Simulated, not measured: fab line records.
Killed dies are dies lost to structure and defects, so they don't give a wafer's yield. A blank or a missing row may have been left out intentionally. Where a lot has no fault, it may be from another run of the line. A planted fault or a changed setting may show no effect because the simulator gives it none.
Which tool did it? / flow berkeley-cmos170 / 14 lots with 42 wafers sampled at 6 steps, on a route of 331 steps

== WHAT THE GAUGES SHOWED, per wafer ==
UCB170_GATE_THK_MEAS_05. Usual: GATE_POLY_THK gives 213.1 nm (standard deviation 2.1).
lot=L262; measured=day 6 05:30; on=film-metro-04; GATE_POLY_THK (nm)=214.2 214.4 213.2; flag=
lot=L263; measured=day 6 05:30; on=film-metro-02; GATE_POLY_THK (nm)=213.9 216.3 214.3; flag=
lot=L264; measured=day 6 05:30; on=film-metro-01; GATE_POLY_THK (nm)=212.8 213.0 213.5; flag=
lot=L266; measured=day 6 17:59; on=film-metro-01; GATE_POLY_THK (nm)=211.4 213.6 211.9; flag=
lot=L269; measured=day 7 07:01; on=film-metro-04; GATE_POLY_THK (nm)=213.5 212.2 214.2; flag=
lot=L265; measured=day 7 07:01; on=film-metro-02; GATE_POLY_THK (nm)=208.7 209.9 210.7; flag=
lot=L270; measured=day 7 22:32; on=film-metro-02; GATE_POLY_THK (nm)=211.2 210.9 210.0; flag=
lot=L272; measured=day 8 07:29; on=film-metro-04; GATE_POLY_THK (nm)=210.3 209.9 211.5; flag=
lot=L278; measured=day 9 05:07; on=film-metro-02; GATE_POLY_THK (nm)=217.1 216.4 219.9; flag=
lot=L276; measured=day 9 05:12; on=film-metro-04; GATE_POLY_THK (nm)=211.0 213.0 211.3; flag=
lot=L275; measured=day 9 05:07; on=film-metro-01; GATE_POLY_THK (nm)=211.2 212.0 210.6; flag=
lot=L280; measured=day 10 02:52; on=film-metro-04; GATE_POLY_THK (nm)=215.9 217.2 215.5; flag=
lot=L282; measured=day 10 02:51; on=film-metro-02; GATE_POLY_THK (nm)=216.0 215.5 217.9; flag=
lot=L284; measured=day 10 23:41; on=film-metro-01; GATE_POLY_THK (nm)=213.5 213.6 213.1; flag=

UCB170_PLDD_CD_MEAS_06: target cd 1200 nm. Usual: cd-nm 1200.2 nm, standard deviation 1.6.
lot=L262; measured=day 6 09:30; on=cd-sem-02; cd-nm (nm)=1202.1 1200.2 1201.1; flag=
lot=L263; measured=day 6 10:20; on=cd-sem-02; cd-nm (nm)=1200.6 1200.3 1199.9; flag=
lot=L264; measured=day 6 10:03; on=cd-sem-01; cd-nm (nm)=1199.6 1201.1 1200.7; flag=
lot=L266; measured=day 6 22:19; on=cd-sem-02; cd-nm (nm)=1200.9 1202.8 1201.9; flag=
lot=L269; measured=day 7 11:13; on=cd-sem-02; cd-nm (nm)=1199.3 1200.0 1200.9; flag=
lot=L265; measured=day 7 11:02; on=cd-sem-01; cd-nm (nm)=1199.3 1200.3 1200.5; flag=
lot=L270; measured=day 8 01:17; on=cd-sem-01; cd-nm (nm)=1200.1 1199.9 1201.5; flag=
lot=L272; measured=day 8 10:02; on=cd-sem-01; cd-nm (nm)=1201.2 1200.6 1201.1; flag=
lot=L278; measured=day 9 08:49; on=cd-sem-01; cd-nm (nm)=1198.8 1200.3 1199.1; flag=
lot=L276; measured=day 9 08:58; on=cd-sem-02; cd-nm (nm)=1201.9 1200.5 1202.5; flag=
lot=L275; measured=day 9 08:40; on=cd-sem-02; cd-nm (nm)=1199.8 1199.7 1200.4; flag=
lot=L280; measured=day 10 06:04; on=cd-sem-01; cd-nm (nm)=1196.6 1196.5 1197.8; flag=
lot=L282; measured=day 10 05:49; on=cd-sem-01; cd-nm (nm)=1198.3 1198.7 1197.4; flag=
lot=L284; measured=day 11 02:27; on=cd-sem-02; cd-nm (nm)=1202.8 1202.4 1202.6; flag=

UCB170_NLDD_TW_MEAS_11. Usual: NLDD_TW gives 2227 (standard deviation 13).
lot=L262; measured=day 6 12:30; on=film-metro-03; NLDD_TW=2239 2229 2232; flag=
lot=L263; measured=day 6 14:01; on=film-metro-04; NLDD_TW=2221 2225 2216; flag=
lot=L264; measured=day 6 13:41; on=film-metro-03; NLDD_TW=2212 2237 2240; flag=
lot=L266; measured=day 7 00:46; on=film-metro-01; NLDD_TW=2240 2227 2241; flag=
lot=L269; measured=day 7 14:00; on=film-metro-04; NLDD_TW=2207 2214 2226; flag=
lot=L265; measured=day 7 13:44; on=film-metro-01; NLDD_TW=2251 2245 2233; flag=
lot=L270; measured=day 8 03:45; on=film-metro-04; NLDD_TW=2209 2224 2207; flag=
lot=L272; measured=day 8 12:44; on=film-metro-01; NLDD_TW=2213 2230 2216; flag=
lot=L278; measured=day 9 11:32; on=film-metro-04; NLDD_TW=2239 2220 2232; flag=
lot=L276; measured=day 9 11:50; on=film-metro-03; NLDD_TW=2133 2136 2123; flag=OFF
lot=L275; measured=day 9 11:20; on=film-metro-01; NLDD_TW=2243 2243 2245; flag=
lot=L280; measured=day 10 08:51; on=film-metro-04; NLDD_TW=2118 2111 2104; flag=OFF
lot=L282; measured=day 10 08:38; on=film-metro-01; NLDD_TW=2227 2252 2239; flag=
lot=L284; measured=day 11 05:09; on=film-metro-04; NLDD_TW=2240 2214 2221; flag=

UCB170_SDANNEAL_RS_MEAS_05: a four-point-probe measurement. Usual: NLDD_RS gives 615.7 ohm/sq (standard deviation 1.7).
lot=L262; measured=day 6 23:50; on=film-metro-01; NLDD_RS (ohm/sq)=614.9 614.0 617.0; flag=
lot=L263; measured=day 6 23:31; on=film-metro-04; NLDD_RS (ohm/sq)=614.9 614.6 614.9; flag=
lot=L264; measured=day 6 23:23; on=film-metro-03; NLDD_RS (ohm/sq)=621.7 618.2 619.4; flag=
lot=L266; measured=day 7 13:22; on=film-metro-03; NLDD_RS (ohm/sq)=615.5 618.6 615.5; flag=
lot=L269; measured=day 8 01:14; on=film-metro-01; NLDD_RS (ohm/sq)=617.0 616.3 616.9; flag=
lot=L265; measured=day 8 00:32; on=film-metro-01; NLDD_RS (ohm/sq)=614.5 614.2 613.2; flag=
lot=L270; measured=day 8 11:44; on=film-metro-03; NLDD_RS (ohm/sq)=613.9 615.5 615.9; flag=
lot=L272; measured=day 9 02:41; on=film-metro-04; NLDD_RS (ohm/sq)=616.7 618.7 617.2; flag=
lot=L278; measured=day 9 19:55; on=film-metro-01; NLDD_RS (ohm/sq)=615.0 615.1 614.0; flag=
lot=L276; measured=day 9 20:50; on=film-metro-01; NLDD_RS (ohm/sq)=692.4 693.4 694.6; flag=OFF
lot=L275; measured=day 9 20:03; on=film-metro-03; NLDD_RS (ohm/sq)=615.6 616.7 616.8; flag=
lot=L280; measured=day 10 18:17; on=film-metro-01; NLDD_RS (ohm/sq)=691.8 694.4 694.0; flag=OFF
lot=L282; measured=day 10 16:53; on=film-metro-01; NLDD_RS (ohm/sq)=614.9 613.0 615.7; flag=
lot=L284; measured=day 11 14:22; on=film-metro-03; NLDD_RS (ohm/sq)=618.6 617.7 616.5; flag=

== WHAT TOOL EACH LOT RAN ON (gives the tool, then ch and the chambers of the sampled wafers, and finally the start) ==
lot=L262; UCB170_NVT_STRIP_08=plasma-asher-04 ch 0,1, day 5 15:01; UCB170_NLDD_IMPLANT_08=implanter-04 ch 0, day 6 12:07
lot=L263; UCB170_NVT_STRIP_08=plasma-asher-03 ch 0,1, day 5 15:46; UCB170_NLDD_IMPLANT_08=implanter-02 ch 0, day 6 13:37
lot=L264; UCB170_NVT_STRIP_08=plasma-asher-04 ch 0,1, day 5 15:49; UCB170_NLDD_IMPLANT_08=implanter-03 ch 0, day 6 13:17
lot=L266; UCB170_NVT_STRIP_08=plasma-asher-04 ch 0,1, day 6 08:35; UCB170_NLDD_IMPLANT_08=implanter-04 ch 0, day 7 00:22
lot=L269; UCB170_NVT_STRIP_08=plasma-asher-04 ch 0,1, day 6 14:38; UCB170_NLDD_IMPLANT_08=implanter-02 ch 0, day 7 13:37
lot=L265; UCB170_NVT_STRIP_08=plasma-asher-03 ch 0,1, day 6 14:55; UCB170_NLDD_IMPLANT_08=implanter-03 ch 0, day 7 13:20
lot=L270; UCB170_NVT_STRIP_08=plasma-asher-01 ch 0,1, day 7 08:22; UCB170_NLDD_IMPLANT_08=implanter-03 ch 0, day 8 03:22
lot=L272; UCB170_NVT_STRIP_08=plasma-asher-03 ch 0,1, day 7 17:46; UCB170_NLDD_IMPLANT_08=implanter-02 ch 0, day 8 12:20
lot=L278; UCB170_NVT_STRIP_08=plasma-asher-03 ch 0,1, day 8 12:30; UCB170_NLDD_IMPLANT_08=implanter-04 ch 0, day 9 11:08
lot=L276; UCB170_NVT_STRIP_08=plasma-asher-03 ch 0,1, day 8 12:45; UCB170_NLDD_IMPLANT_08=implanter-02 ch 0, day 9 11:29
lot=L275; UCB170_NVT_STRIP_08=plasma-asher-04 ch 0,1, day 8 12:47; UCB170_NLDD_IMPLANT_08=implanter-03 ch 0, day 9 10:57
lot=L280; UCB170_NVT_STRIP_08=plasma-asher-03 ch 0,1, day 9 11:50; UCB170_NLDD_IMPLANT_08=implanter-02 ch 0, day 10 08:25
lot=L282; UCB170_NVT_STRIP_08=plasma-asher-03 ch 0,1, day 9 17:35; UCB170_NLDD_IMPLANT_08=implanter-03 ch 0, day 10 08:14
lot=L284; UCB170_NVT_STRIP_08=plasma-asher-03 ch 0,1, day 10 07:37; UCB170_NLDD_IMPLANT_08=implanter-04 ch 0, day 11 04:45
- UCB170_NVT_STRIP_08: strips in O2.
- UCB170_NLDD_IMPLANT_08

== WHAT THE TOOLS THEMSELVES READ (means of the sampled wafers that have a number; where no wafer has one, the mark that the record gives instead) ==
UCB170_NVT_STRIP_08. Usual: drypump-motor-current-A 5.9 A, standard deviation 0.39; oes-product-au 0.735 a.u., standard deviation 0.0047; strip-time-to-endpoint-s 21.63 s, standard deviation 0.073.
lot=L262; tool=plasma-asher-04; drypump-motor-current-A (A)=6.3; oes-product-au (a.u.)=0.738; strip-time-to-endpoint-s (s)=21.58; flag=
lot=L263; tool=plasma-asher-03; drypump-motor-current-A (A)=6.1; oes-product-au (a.u.)=0.737; strip-time-to-endpoint-s (s)=21.52; flag=
lot=L264; tool=plasma-asher-04; drypump-motor-current-A (A)=6.2; oes-product-au (a.u.)=0.736; strip-time-to-endpoint-s (s)=21.72; flag=
lot=L266; tool=plasma-asher-04; drypump-motor-current-A (A)=5.9; oes-product-au (a.u.)=0.733; strip-time-to-endpoint-s (s)=21.57; flag=
lot=L269; tool=plasma-asher-04; drypump-motor-current-A (A)=5.9; oes-product-au (a.u.)=0.740; strip-time-to-endpoint-s (s)=21.69; flag=
lot=L265; tool=plasma-asher-03; drypump-motor-current-A (A)=6.1; oes-product-au (a.u.)=0.733; strip-time-to-endpoint-s (s)=21.65; flag=
lot=L270; tool=plasma-asher-01; drypump-motor-current-A (A)=5.5; oes-product-au (a.u.)=0.735; strip-time-to-endpoint-s (s)=21.64; flag=
lot=L272; tool=plasma-asher-03; drypump-motor-current-A (A)=6.1; oes-product-au (a.u.)=0.737; strip-time-to-endpoint-s (s)=21.65; flag=
lot=L278; tool=plasma-asher-03; drypump-motor-current-A (A)=6.1; oes-product-au (a.u.)=0.733; strip-time-to-endpoint-s (s)=21.68; flag=
lot=L276; tool=plasma-asher-03; drypump-motor-current-A (A)=6.1; oes-product-au (a.u.)=0.739; strip-time-to-endpoint-s (s)=21.52; flag=
lot=L275; tool=plasma-asher-04; drypump-motor-current-A (A)=5.9; oes-product-au (a.u.)=0.733; strip-time-to-endpoint-s (s)=21.68; flag=
lot=L280; tool=plasma-asher-03; drypump-motor-current-A (A)=6.0; oes-product-au (a.u.)=0.734; strip-time-to-endpoint-s (s)=21.64; flag=
lot=L282; tool=plasma-asher-03; drypump-motor-current-A (A)=6.1; oes-product-au (a.u.)=0.735; strip-time-to-endpoint-s (s)=21.60; flag=
lot=L284; tool=plasma-asher-03; drypump-motor-current-A (A)=6.1; oes-product-au (a.u.)=0.738; strip-time-to-endpoint-s (s)=21.60; flag=

UCB170_NLDD_IMPLANT_08. Usual: dose-ions-cm2 5e+13, standard deviation 6.1e+10; faraday-current-uA 159, standard deviation 3.2.
lot=L262 tool=implanter-04 dose-ions-cm2=5e+13 faraday-current-uA=159 flag=
lot=L263 tool=implanter-02 dose-ions-cm2=5e+13 faraday-current-uA=158 flag=
lot=L264 tool=implanter-03 dose-ions-cm2=5e+13 faraday-current-uA=159 flag=
lot=L266 tool=implanter-04 dose-ions-cm2=5e+13 faraday-current-uA=157 flag=
lot=L269 tool=implanter-02 dose-ions-cm2=5e+13 faraday-current-uA=162 flag=
lot=L265 tool=implanter-03 dose-ions-cm2=5e+13 faraday-current-uA=162 flag=
lot=L270 tool=implanter-03 dose-ions-cm2=5e+13 faraday-current-uA=163 flag=
lot=L272 tool=implanter-02 dose-ions-cm2=5e+13 faraday-current-uA=156 flag=
lot=L278 tool=implanter-04 dose-ions-cm2=5e+13 faraday-current-uA=160 flag=
lot=L276 tool=implanter-02 dose-ions-cm2=3e+13 faraday-current-uA=106 flag=OFF
lot=L275 tool=implanter-03 dose-ions-cm2=5e+13 faraday-current-uA=158 flag=
lot=L280 tool=implanter-02 dose-ions-cm2=3e+13 faraday-current-uA=105 flag=OFF
lot=L282 tool=implanter-03 dose-ions-cm2=5e+13 faraday-current-uA=160 flag=
lot=L284 tool=implanter-04 dose-ions-cm2=5e+13 faraday-current-uA=161 flag=

== THE ANSWER, worked out from the rows above alone ==
Rule: lot off if the mean of its wafers having a number is beyond 3 standard deviations from the usual mean. Also off: a lot with no number at a reading for which 4 or more lots have one. All remaining lots with rows at the step are treated as sound. After the gauges, taken in route order, come the tools' own readings; for these a lot's mean is taken, as printed above. The first step at which some lot is off is used, and at that step the reading that is off furthest; a lot without a number counts as furthest.
Off: L276, L280, at UCB170_NLDD_TW_MEAS_11 (NLDD_TW).
A tool fits if, at a process step before that reading, it ran every lot that is off, and no sound lot after the first of them. Not tried: the gauges at UCB170_NLDD_TW_MEAS_11; whatever is off there is also off at UCB170_SDANNEAL_RS_MEAS_05, on other tools, and gauge error can't account for it. One fits: UCB170_NLDD_IMPLANT_08 on implanter-02. Its last sound lot is L272 (day 8 12:20), its first lot that is off L276 (day 9 11:29): a fault that began between those two fits.
The tool's own readings at UCB170_NLDD_IMPLANT_08 bear it out: on the lots that are off they differ by more than 5 times the standard deviation of the sound lots' means. dose-ions-cm2 reads 3e+13 there against 5e+13 on the sound lots; faraday-current-uA reads 106 there against 160 on the sound lots.

== WHAT THE SIMULATOR PUT IN ==
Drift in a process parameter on implanter-02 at UCB170_NLDD_IMPLANT_08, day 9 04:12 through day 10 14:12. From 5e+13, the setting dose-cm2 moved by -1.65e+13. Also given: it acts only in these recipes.
Lots struck among those shown: L276, L280. The rule above reached the same finding.
